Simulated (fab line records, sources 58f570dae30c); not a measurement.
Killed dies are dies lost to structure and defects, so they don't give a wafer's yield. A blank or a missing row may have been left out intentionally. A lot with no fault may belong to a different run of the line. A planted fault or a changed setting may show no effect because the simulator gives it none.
A sampling plan put to the test -- flow berkeleyCmos170 -- one fab line, 20 faults that these records tell of, each judged on the records of the lots that it struck
What counts as the plan is the set of the line's own looks, namely the steps on the route at which a gauge or an inspection reads a wafer and does not change it. A look is open to judgement when struck wafers have a number at it and the file gives its usual mean and standard deviation on fault-free wafers. Caught: the struck wafers' mean, at a look after the fault's first step, is 4 or more of those standard deviations (sigma) away from the usual mean. On the tool: here the same test is run on the tool's own readings at the fault's steps. It also counts as caught if the struck wafers ran another recipe or if their record alone is blank.

THE FAULTS, as the simulator had put them in
1. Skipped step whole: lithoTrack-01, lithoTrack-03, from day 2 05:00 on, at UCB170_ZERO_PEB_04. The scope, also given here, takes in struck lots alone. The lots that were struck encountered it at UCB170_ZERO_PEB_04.
2. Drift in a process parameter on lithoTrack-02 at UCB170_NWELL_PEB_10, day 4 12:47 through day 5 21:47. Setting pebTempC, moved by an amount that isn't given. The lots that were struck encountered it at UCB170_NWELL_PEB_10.
3. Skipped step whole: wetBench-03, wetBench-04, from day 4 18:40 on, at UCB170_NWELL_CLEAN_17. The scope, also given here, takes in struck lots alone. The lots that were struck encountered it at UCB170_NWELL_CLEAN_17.
4. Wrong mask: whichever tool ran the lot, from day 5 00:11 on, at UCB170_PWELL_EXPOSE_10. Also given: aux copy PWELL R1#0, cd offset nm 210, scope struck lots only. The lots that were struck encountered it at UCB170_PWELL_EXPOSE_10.
5. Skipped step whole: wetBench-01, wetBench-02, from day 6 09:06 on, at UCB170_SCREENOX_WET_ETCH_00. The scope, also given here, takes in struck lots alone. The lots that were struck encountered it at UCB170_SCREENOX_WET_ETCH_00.
6. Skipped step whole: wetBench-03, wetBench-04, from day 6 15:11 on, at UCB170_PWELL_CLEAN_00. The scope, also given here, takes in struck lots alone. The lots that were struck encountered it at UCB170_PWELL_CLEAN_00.
7. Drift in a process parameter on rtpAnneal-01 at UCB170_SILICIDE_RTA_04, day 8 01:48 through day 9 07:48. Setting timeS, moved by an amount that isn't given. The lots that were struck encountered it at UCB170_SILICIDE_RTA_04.
8. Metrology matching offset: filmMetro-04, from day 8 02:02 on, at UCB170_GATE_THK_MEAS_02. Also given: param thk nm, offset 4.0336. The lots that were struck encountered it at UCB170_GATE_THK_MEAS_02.
9. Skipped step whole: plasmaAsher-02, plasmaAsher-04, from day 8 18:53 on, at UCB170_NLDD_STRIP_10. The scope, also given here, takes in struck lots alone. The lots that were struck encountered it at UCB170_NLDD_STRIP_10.
10. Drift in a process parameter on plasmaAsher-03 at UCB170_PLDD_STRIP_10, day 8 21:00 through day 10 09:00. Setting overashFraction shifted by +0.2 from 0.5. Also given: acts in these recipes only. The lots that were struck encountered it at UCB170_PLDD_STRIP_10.
11. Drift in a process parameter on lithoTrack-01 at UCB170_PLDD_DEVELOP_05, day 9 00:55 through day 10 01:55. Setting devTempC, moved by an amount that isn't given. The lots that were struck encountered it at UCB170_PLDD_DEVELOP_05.
12. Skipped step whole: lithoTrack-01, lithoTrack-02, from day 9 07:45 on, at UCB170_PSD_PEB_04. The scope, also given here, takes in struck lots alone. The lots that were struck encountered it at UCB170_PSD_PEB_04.
13. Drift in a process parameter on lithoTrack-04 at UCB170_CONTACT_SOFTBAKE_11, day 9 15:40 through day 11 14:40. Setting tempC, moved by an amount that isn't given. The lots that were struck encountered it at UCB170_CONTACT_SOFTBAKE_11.
14. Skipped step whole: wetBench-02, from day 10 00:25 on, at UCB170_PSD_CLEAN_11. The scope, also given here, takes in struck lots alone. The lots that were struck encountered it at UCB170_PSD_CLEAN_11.
15. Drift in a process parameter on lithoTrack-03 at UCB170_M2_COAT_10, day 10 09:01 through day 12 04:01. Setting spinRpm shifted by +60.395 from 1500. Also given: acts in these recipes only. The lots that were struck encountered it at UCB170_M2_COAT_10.
16. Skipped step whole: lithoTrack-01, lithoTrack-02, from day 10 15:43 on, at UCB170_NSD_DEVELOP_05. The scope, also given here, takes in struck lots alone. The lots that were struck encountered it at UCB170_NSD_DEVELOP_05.
17. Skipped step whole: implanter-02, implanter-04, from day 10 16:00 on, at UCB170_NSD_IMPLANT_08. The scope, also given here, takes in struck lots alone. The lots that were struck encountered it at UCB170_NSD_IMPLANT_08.
18. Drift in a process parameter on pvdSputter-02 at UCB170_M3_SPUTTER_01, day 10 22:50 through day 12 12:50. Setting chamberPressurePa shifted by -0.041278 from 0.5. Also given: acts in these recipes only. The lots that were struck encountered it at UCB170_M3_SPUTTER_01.
19. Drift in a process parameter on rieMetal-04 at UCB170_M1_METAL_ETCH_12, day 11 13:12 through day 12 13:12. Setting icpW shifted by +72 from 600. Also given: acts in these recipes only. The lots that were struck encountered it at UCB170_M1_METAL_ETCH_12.
20. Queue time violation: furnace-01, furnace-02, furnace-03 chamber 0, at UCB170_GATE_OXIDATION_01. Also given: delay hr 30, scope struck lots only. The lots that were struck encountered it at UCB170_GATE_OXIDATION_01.

WHAT THE PLAN SAW
fault,on the tool itself,first look that catches it,"reading, sigma",median hours from its first step to that look,hours from the fault's start to the first struck lot there,judged looks passed uncaught
1,the tool's record is blank for the struck wafers,no look after it can be judged,-,-,-,0
2,heaterPowerTotalW -22 sigma,none of the 2 looks that can be judged after it,-,-,-,2
3,the tool's record is blank for the struck wafers,no look after it can be judged,-,-,-,0
4,under 2 sigma,not the one look that can be judged after it,-,-,-,1
5,the tool's record is blank for the struck wafers,no look after it can be judged,-,-,-,0
6,the tool's record is blank for the struck wafers,none of the 3 looks that can be judged after it,-,-,-,3
7,lampPowerPct +6.1 sigma,not the one look that can be judged after it,-,-,-,1
8,GATE_OXIDE_THK +29 sigma,not the one look that can be judged after it,-,-,-,1
9,the tool's record is blank for the struck wafers,no look after it can be judged,-,-,-,0
10,oesProductAu -12 sigma,no look after it can be judged,-,-,-,0
11,developerTempC +7.7 sigma,not the one look that can be judged after it,-,-,-,1
12,the tool's record is blank for the struck wafers,no look after it can be judged,-,-,-,0
13,heaterPowerTotalW +19 sigma,none of the 2 looks that can be judged after it,"strongest: cdNm at UCB170_CONTACT_CD_MEAS_15, +2.8",-,-,2
14,the tool's record is blank for the struck wafers,not the one look that can be judged after it,-,-,-,1
15,spinSpeedRpm +71 sigma,no look after it can be judged,-,-,-,0
16,the tool's record is blank for the struck wafers,no look after it can be judged,-,-,-,0
17,the tool's record is blank for the struck wafers,UCB170_NSD_TW_MEAS_10,NSD_TW -99 or beyond,0.2,7,0
18,chamberPressurePa -43 sigma,no look after it can be judged,-,-,-,0
19,rfFwdPowerW +35 sigma,no look after it can be judged,-,-,-,0
20,no reading that can be judged,none of the 2 looks that can be judged after it,-,-,-,2
Dash: fault not caught, or number not given in these records.

Caught at a look: 1 of 20. Caught on the tool: 18 of 20. By one or the other: 18 of 20.
Faults 1, 2, 3, 5, 6, 7, 8, 9, 10, 11, 12, 13, 14, 15, 16, 18, 19 were caught on the tool alone.
Caught by neither: faults 4, 20.

THINNER SAMPLING
Were the look that catches a fault to measure just every second or every third lot (counted by lot number), the first struck lot would, at worst, be measured this late:
fault,"struck lots at that look, in order of time",every lot,every second lot,every third lot
17,"L482, L481",7 h,7 h,may miss all 2
The hour figures run from when the fault began to the first measured lot among those it struck. The test against the limit of 4 sigma pooled every struck wafer, which means one lot taken alone may stay below that limit. Other struck lots may not be in these records.

THE LONGEST TIMED WAY FROM STEP TO LOOK
Fault 17: a median of 0.2 hours passes between UCB170_NSD_IMPLANT_08 and UCB170_NSD_TW_MEAS_10. No look between them can be judged.
